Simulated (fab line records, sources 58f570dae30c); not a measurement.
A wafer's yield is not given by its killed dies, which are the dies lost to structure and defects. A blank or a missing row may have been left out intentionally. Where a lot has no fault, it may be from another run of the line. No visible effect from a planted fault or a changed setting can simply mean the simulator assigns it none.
One fault through the eyes of 2 desks || flow berkeleyCmos170 || each desk holds nothing but its own numbers, with what lay behind them at the end

METROLOGY DESK
Lot by lot, what the gauges showed, no matter which tool ran the lot: averages of those sampled wafers that carry a number. The brackets show how far a lot's mean lies from the usual mean; more than 4 standard deviations puts the lot out of limits, marked OUT.
Columns: A = cdNm at UCB170_NSD_CD_MEAS_06, usual 1200.0 nm
{"lot": "L876", "first seen here": "day 8 00:56", "A": 1201.9}
{"lot": "L877", "first seen here": "day 8 01:10", "A": 1198.3}
{"lot": "L879", "first seen here": "day 8 16:58", "A": 1200.8}
{"lot": "L878", "first seen here": "day 8 17:11", "A": 1198.8}
{"lot": "L880", "first seen here": "day 8 22:02", "A": 1201.4}
{"lot": "L882", "first seen here": "day 8 22:22", "A": 1199.4}
{"lot": "L884", "first seen here": "day 9 10:35", "A": 1198.9}
{"lot": "L885", "first seen here": "day 10 00:05", "A": 1201.8}
{"lot": "L886", "first seen here": "day 10 00:27", "A": 1197.7}
{"lot": "L887", "first seen here": "day 10 00:39", "A": 1201.0}
{"lot": "L891", "first seen here": "day 11 00:40", "A": "1207.9 (+5.7) OUT"}
{"lot": "L889", "first seen here": "day 11 00:45", "A": 1199.0}
{"lot": "L897", "first seen here": "day 12 03:07", "A": 1199.9}
This desk's finding: out of limits on L891; first on L891, day 11 00:40 (cdNm at UCB170_NSD_CD_MEAS_06). In limits: L876, L877, L879, L878, L880, L882, L884, L885, L886, L887, L889, L897.

TOOL OWNER'S DESK, krfScanner-02
The tool's own readings at UCB170_NSD_EXPOSE_03 (exposes mask NSELECT MOD, target cd 1200 nm): means of the sampled wafers that have a number, for each lot that ran on this tool. The brackets show how far a lot's mean lies from the usual mean; more than 4 standard deviations puts the lot out of limits, marked OUT.
Columns: A = exposureDoseMJCm2 at UCB170_NSD_EXPOSE_03, usual 31.05
{"lot": "L877", "first seen here": "day 8 00:46", "A": 31.06}
{"lot": "L878", "first seen here": "day 8 16:23", "A": 31.05}
{"lot": "L884", "first seen here": "day 9 09:36", "A": 31.13}
{"lot": "L886", "first seen here": "day 10 00:04", "A": 31.03}
{"lot": "L891", "first seen here": "day 10 23:58", "A": "30.86 (-6.0) OUT"}
This desk's finding: out of limits on L891; first on L891, day 10 23:58 (exposureDoseMJCm2 at UCB170_NSD_EXPOSE_03). In limits: L877, L878, L884, L886.

BROUGHT TOGETHER
At day 10 23:58, on L891, the tool owner's desk was in a position to raise an alarm.
L891 would have let the metrology desk raise an alarm at day 11 00:40.
Every lot named ran UCB170_NSD_EXPOSE_03 on krfScanner-02.

WHAT HAD BEEN PUT IN BY THE SIMULATOR
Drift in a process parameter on krfScanner-02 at UCB170_NSD_EXPOSE_03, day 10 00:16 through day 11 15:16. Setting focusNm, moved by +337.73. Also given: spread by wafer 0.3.
Struck lots among those shown: L891.
Fault start to first reading out of limits, in hours, per desk: tool owner, 24; metrology, 24.
